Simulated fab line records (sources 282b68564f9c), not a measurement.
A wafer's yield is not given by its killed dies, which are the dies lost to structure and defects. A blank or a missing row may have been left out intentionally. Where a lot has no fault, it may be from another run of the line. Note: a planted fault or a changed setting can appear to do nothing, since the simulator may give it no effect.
A struck lot beside a sound one | flow rit-cmos | 44 steps out of a route of 202
Sound: these wafers, L738.2, L738.3, L738.5. Wafers L747.1, L747.3, L747.6 were the ones struck. The cause is given at the end.
Each step with rows lists, per side, the tool, then ch with its chambers, then its first start. Under that, the readings that differ: sound wafers | struck wafers | difference of the means | sigmas: that difference in standard deviations of wafers without a fault.
alike: same words and numbers on both sides, and readings whose means sit less than 2 such deviations apart. not compared: any withheld reading, any reading some wafer has no value for, any bound like >300 that may hide the same value, and any number with overlapping values for which the record gives no deviation.
Wherever a step has rows on one side only, a row that says differs or no value, or a row with sigmas, the two part there. Numbers that don't overlap but have no deviation are shown without sigmas and don't part them. A reading missing from all wafers of one side parts the sides only when that side holds two or more wafers.

first, 2 steps without rows for these wafers: RIT_NWELL_HARDBAKE_07 (time 120 s); RIT_NWELL_IMPLANT_08.
RIT_NWELL_STRIP_09: strips in O2, time 180 s.
  sound on plasma-asher-02 ch 0,1, day 2 21:23; struck on plasma-asher-02 ch 0,1, day 4 16:35
  alike: drypump-motor-current-A
  not compared: rf-hours-counter-h
RIT_NWELL_TW_MEAS_10:
  sound on film-metro-03, day 2 21:34; struck on film-metro-03, day 4 16:46
  alike: NWELL_TW
then, 6 steps without rows for these wafers: RIT_PWELL_HMDS_00 (prime time 60 s); RIT_PWELL_COAT_01 (resist thk 1300 nm); RIT_PWELL_SOFTBAKE_02 (time 60 s); RIT_PWELL_EXPOSE_03 (exposes mask M3, target cd 43700 nm); RIT_PWELL_PEB_04; RIT_PWELL_DEVELOP_05 (develop time 68 s).
RIT_PWELL_OVL_MEAS_06:
  sound on overlay-01, day 2 22:49; struck on overlay-02, day 4 17:43
  alike: PWELL_OVL
then, 1 step without rows for these wafers: RIT_PWELL_HARDBAKE_07 (time 120 s).
RIT_PWELL_IMPLANT_08:
  sound on implanter-01 ch 0, day 2 23:07; struck on implanter-01 ch 0, day 4 18:00
  reading                   | sound                | struck               | difference | sigmas
  beam-energy-keV           | 170.07 170.04 170.09 | 139.47 139.39 139.43 | -30.64     | -99 or more
  model.implant.rp-nm (nm)  | 478.1 478.1 478.1    | 427.8 427.8 427.8    | -50.3      |
  model.implant.drp-nm (nm) | 102.9 102.9 102.9    | 95.32 95.32 95.32    | -7.58      |
RIT_PWELL_STRIP_09: strips in O2, time 180 s.
  sound on plasma-asher-03 ch 0,1, day 2 23:15; struck on plasma-asher-01 ch 0,1, day 4 18:09
  alike: drypump-motor-current-A
  not compared: rf-hours-counter-h
RIT_PWELL_TW_MEAS_10:
  sound on film-metro-03, day 2 23:26; struck on film-metro-03, day 4 18:19
  reading  | sound       | struck      | difference | sigmas
  PWELL_TW | 958 960 952 | 941 937 937 | -18        | -4
then, 1 step without rows for these wafers: RIT_WELLDRIVE_ANNEAL_00 (time 14700 s).
RIT_WELLDRIVE_RS_MEAS_01: measurement is done with a four-point probe.
  sound on film-metro-01, day 3 05:10; struck on film-metro-01, day 5 00:42
  alike: NWELL_RS
RIT_WELLDRIVE_RS_MEAS_02: measurement is done with a four-point probe.
  sound on film-metro-01, day 3 05:17; struck on film-metro-01, day 5 00:49
  reading           | sound             | struck            | difference | sigmas
  PWELL_RS (ohm/sq) | 429.4 428.5 430.2 | 434.8 437.9 435.7 | +6.8       | +6
then, 6 steps without rows for these wafers: RIT_NRETRO_HMDS_00 (prime time 60 s); RIT_NRETRO_COAT_01 (resist thk 1300 nm); RIT_NRETRO_SOFTBAKE_02 (time 60 s); RIT_NRETRO_EXPOSE_03 (exposes mask M4, target cd 43900 nm); RIT_NRETRO_PEB_04; RIT_NRETRO_DEVELOP_05 (develop time 68 s).
RIT_NRETRO_OVL_MEAS_06:
  sound on overlay-02, day 3 06:29; struck on overlay-02, day 5 01:49
  alike: NRETRO_OVL
then, 2 steps without rows for these wafers: RIT_NRETRO_HARDBAKE_07 (time 120 s); RIT_NRETRO_IMPLANT_08.
RIT_NRETRO_STRIP_09: strips in O2, time 180 s.
  sound on plasma-asher-03 ch 0,1, day 3 06:55; struck on plasma-asher-03 ch 0,1, day 5 02:15
  alike: drypump-motor-current-A
  not compared: rf-hours-counter-h
RIT_NRETRO_TW_MEAS_10:
  sound on film-metro-04, day 3 07:06; struck on film-metro-01, day 5 02:26
  alike: NRETRO_TW
then, 6 steps without rows for these wafers: RIT_PRETRO_HMDS_00 (prime time 60 s); RIT_PRETRO_COAT_01 (resist thk 1300 nm); RIT_PRETRO_SOFTBAKE_02 (time 60 s); RIT_PRETRO_EXPOSE_03 (exposes mask M5, target cd 43700 nm); RIT_PRETRO_PEB_04; RIT_PRETRO_DEVELOP_05 (develop time 68 s).
RIT_PRETRO_OVL_MEAS_06:
  sound on overlay-01, day 3 08:04; struck on overlay-01, day 5 03:37
  alike: PRETRO_OVL
then, 2 steps without rows for these wafers: RIT_PRETRO_HARDBAKE_07 (time 120 s); RIT_PRETRO_IMPLANT_08.
RIT_PRETRO_STRIP_09: strips in O2, time 180 s.
  sound on plasma-asher-03 ch 0,1, day 3 08:30; struck on plasma-asher-04 ch 0,1, day 5 04:04
  alike: drypump-motor-current-A
  not compared: rf-hours-counter-h
RIT_PRETRO_TW_MEAS_10:
  sound on film-metro-04, day 3 08:41; struck on film-metro-03, day 5 04:14
  reading   | sound       | struck      | difference | sigmas
  PRETRO_TW | 467 468 469 | 479 479 480 | +11        | +2
then, 2 steps without rows for these wafers: RIT_GATE_WET_ETCH_00 (etches SiO2 in BOE, target depth 56 nm, time 60 s); RIT_GATE_CLEAN_01 (cleans in SC1, time 600 s).
RIT_M1_METAL_ETCH_12: etches Al in Cl2/BCl3, stops on SiO2, time 165 s, target depth 600 nm.
  sound on rie-metal-01 ch 1, day 4 10:42; struck on rie-metal-01 ch 0,1, day 6 06:08
  reading             | sound          | struck         | difference | sigmas
  model.M1.cd-nm (nm) | 2599 2599 2596 | 2593 2594 2594 | -4         |
  alike: drypump-motor-current-A, oes-product-au, throttle-valve-pct
  not compared: rf-hours-counter-h
RIT_M1_PROBE_99:
  sound on prober-02, day 4 14:16; struck on prober-01, day 6 08:23
  reading                                | sound             | struck            | difference | sigmas
  model.etest.nmos_0p3.r-on-ohm-um       | 2109 2101 2104    | 2310 2294 2315    | +202       |
  model.etest.pwell.rs-ohm-sq            | 412.1 414.8 415   | 423.6 430.5 425   | +12.4      |
  model.etest.nmos_0p3.drive-ua-um       | 234.4 233.1 232   | 202.3 202.6 204.1 | -30.2      |
  model.etest.nmos-narrow.drive-ua-um    | 232.8 229.9 232.6 | 209.7 212.7 213   | -20.0      |
  model.etest.diode-nplus-pwell.bv-v (V) | 5.944 5.954 5.97  | 5.791 5.815 5.816 | -0.149     |
  alike: killed_at_M0_to_M3, killed-at-contacts, killed-at-front-end, killed-dies, killed-open, killed-short
  not compared: model.etest.pwell-pinched.rs-ohm-sq, model.etest.m1.width-nm, model.etest.nmos_0p3.bv-v

## WHERE THEY PART
Earliest at RIT_PWELL_IMPLANT_08; latest, in this record, at RIT_PRETRO_TW_MEAS_10. Later steps at which nothing parts them and some readings are alike: RIT_M1_METAL_ETCH_12, RIT_M1_PROBE_99.

WHY: what had been put in by the simulator
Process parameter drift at RIT_PWELL_IMPLANT_08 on implanter-01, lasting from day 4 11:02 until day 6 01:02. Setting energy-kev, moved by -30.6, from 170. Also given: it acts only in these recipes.
